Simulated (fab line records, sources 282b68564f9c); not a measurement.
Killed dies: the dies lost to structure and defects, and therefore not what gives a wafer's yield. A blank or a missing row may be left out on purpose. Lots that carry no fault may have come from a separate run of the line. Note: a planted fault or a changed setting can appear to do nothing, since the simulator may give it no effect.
Struck lot and sound lot, side by side | flow rit cmos | 18 steps out of a route of 202
Sound: these wafers, L179.3, L179.4, L179.5. Wafers L173.1, L173.2, L173.3 were the ones struck. The cause is given at the end.
Each step with rows lists, per side, the tool, then ch with its chambers, then its first start. Under that, the readings that differ: sound wafers | struck wafers | difference of the means | sigmas: that difference in standard deviations of wafers without a fault.
alike: a reading whose means differ by less than 2 such deviations, as well as words and numbers matching on both sides. not compared: withheld readings; readings where some wafer has no value; bounds like >300 that might hide an equal value; numbers whose values overlap and for which the record gives no deviation.
Wherever a step has rows on one side only, a row that says differs or no value, or a row with sigmas, the two part there. Numbers that don't overlap but have no deviation are shown without sigmas and don't part them. A reading missing from all wafers of one side parts the sides only when that side holds two or more wafers.

first, 4 steps without rows for these wafers: RIT_NRETRO_SOFTBAKE_02 (time 60 s); RIT_NRETRO_EXPOSE_03 (exposes mask M4, target cd 43900 nm); RIT_NRETRO_PEB_04; RIT_NRETRO_DEVELOP_05 (develop time 68 s).
RIT_NRETRO_OVL_MEAS_06:
  struck on overlay-01, day 5 05:22; sound on overlay-02, day 6 11:40
  alike: NRETRO_OVL
then, 2 steps without rows for these wafers: RIT_NRETRO_HARDBAKE_07 (time 120 s); RIT_NRETRO_IMPLANT_08.
RIT_NRETRO_STRIP_09: strips in O2, time 180 s.
  sound on plasma asher-02 ch 0,1, day 6 12:09; struck on plasma asher-03 ch 0,1, day 5 05:48
  alike: chamber pressure mTorr, drypump motor current A
  not compared: rf hours counter h
RIT_NRETRO_TW_MEAS_10:
  struck on film metro-01, day 5 05:58; sound on film metro-04, day 6 12:17
  alike: NRETRO_TW
then, 3 steps without rows for these wafers: RIT_PRETRO_HMDS_00 (prime time 60 s); RIT_PRETRO_COAT_01 (resist thk 1300 nm); RIT_PRETRO_SOFTBAKE_02 (time 60 s).
RIT_PRETRO_EXPOSE_03: exposes mask M5, target cd 43700 nm.
  sound on iline stepper-01 ch 0, day 6 12:56; struck on iline stepper-02 ch 0, day 5 06:37
  reading                        | sound                | struck            | difference | sigmas
  model.PRETRO.overlay x nm (nm) | -1.214 -1.214 -1.214 | 129.5 129.5 129.5 | +130.7     |
  alike: mask
then, 2 steps without rows for these wafers: RIT_PRETRO_PEB_04; RIT_PRETRO_DEVELOP_05 (develop time 68 s).
RIT_PRETRO_OVL_MEAS_06:
  struck on overlay-02, day 5 07:02; sound on overlay-01, day 6 13:20
  reading         | sound          | struck            | difference | sigmas
  PRETRO_OVL (nm) | -1.2 -1.6 -1.5 | 130.7 131.6 130.2 | +132.3     | +94
then, 1 step without rows for these wafers: RIT_PRETRO_HARDBAKE_07 (time 120 s).
RIT_M1_PROBE_99:
  struck on prober-02, day 6 10:34; sound on prober-02, day 7 17:35
  reading                                    | sound                | struck               | difference | sigmas
  model.etest.retro edge pmos.off log10 a um | -10.47 -10.67 -10.37 | -9.31 -9.373 -9.46   | +1.12      |
  model.etest.retro edge nmos.off log10 a um | -9.894 -10.27 -9.503 | -8.868 -9.018 -9.164 | +0.872     |
  alike: killed_at_M0_to_M3, killed at contacts, killed at front end, killed dies, killed open, killed short

WHERE THEY PART
RIT_PRETRO_OVL_MEAS_06 only, going by this record. Later steps at which nothing parts them and some readings are alike: RIT_M1_PROBE_99.

WHY: what the simulator had put in
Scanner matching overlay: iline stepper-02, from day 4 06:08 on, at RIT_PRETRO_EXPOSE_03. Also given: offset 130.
